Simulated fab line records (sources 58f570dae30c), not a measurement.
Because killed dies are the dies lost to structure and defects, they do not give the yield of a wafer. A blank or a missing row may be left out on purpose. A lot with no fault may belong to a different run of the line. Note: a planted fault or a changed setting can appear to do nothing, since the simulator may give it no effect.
2 desks looking at one fault | flow berkeley-cmos170 | each desk has only its own numbers; what lay behind them comes last

## THE METROLOGY DESK
Means of the sampled wafers that have a number, per lot and without regard to the tool the lot ran on: this is what the gauges read. If a lot's mean is further than 4 standard deviations from the usual mean, the lot is out of limits and carries the mark OUT (the distance appears in the brackets).
Columns: A = WELLDRIVE_OXIDE_THK at UCB170_WELLDRIVE_THK_MEAS_02, usual 197 nm; B = PSD_OVL at UCB170_PSD_OVL_MEAS_07, usual -1 nm
lot  | first seen here | A             | B
L157 | day 3 19:30     | 192           | 3
L159 | day 4 10:14     | 195           | 3
L158 | day 4 10:18     | 199           | -2
L160 | day 4 10:20     | 194           | 4
L161 | day 4 18:49     | 195           | -5
L162 | day 5 05:11     | 192           | -8
L163 | day 5 13:28     | 194           | -5
L164 | day 5 13:30     | 194           | 4
L165 | day 5 17:51     | 200           | -1
L166 | day 6 04:14     | 249 (+13) OUT | 3
L167 | day 6 04:16     | 244 (+12) OUT | -11
L176 | day 8 05:29     | 191           | 1
L177 | day 8 05:29     | 196           | -6
L178 | day 8 05:31     | 192           | 5
This desk finds L166, L167 out of limits, with the earliest case on L166 at day 6 04:14 (WELLDRIVE_OXIDE_THK at UCB170_WELLDRIVE_THK_MEAS_02). L157, L159, L158, L160, L161, L162, L163, L164, L165, L176, L177, L178: within limits.

## TOOL OWNER'S DESK, furnace-02
The tool's own readings at UCB170_WELLDRIVE_OXIDATION_01 (target thk 199 nm, ox time 9000 s): means of the sampled wafers that have a number, for each lot that ran on this tool. If a lot's mean is further than 4 standard deviations from the usual mean, the lot is out of limits and carries the mark OUT (the distance appears in the brackets).
Columns: A = spike-tc-centre-C at UCB170_WELLDRIVE_OXIDATION_01, usual 1102.3 C
lot  | first seen here | A
L161 | day 4 15:17     | 1101.6
L165 | day 5 14:21     | 1101.7
L166 | day 6 00:42     | 1103.3
L167 | day 6 00:42     | 1102.4
Result from this desk: across the 4 lots, nothing is out of limits.

## PUT TOGETHER
An alarm was possible from the metrology desk at day 6 04:14, on L166, L167.
The tool owner's desk saw nothing out of limits.
On record at the tool owner's desk: L166, L167, within its limits.
The lots listed all ran UCB170_WELLDRIVE_OXIDATION_01 on furnace-02.

## WHAT WAS PUT IN BY THE SIMULATOR
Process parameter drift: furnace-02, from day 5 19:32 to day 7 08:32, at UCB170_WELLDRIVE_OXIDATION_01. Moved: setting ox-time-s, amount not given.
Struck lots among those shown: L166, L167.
Time in hours between the start of the fault and the first out-of-limits reading at each desk: metrology desk, 9.
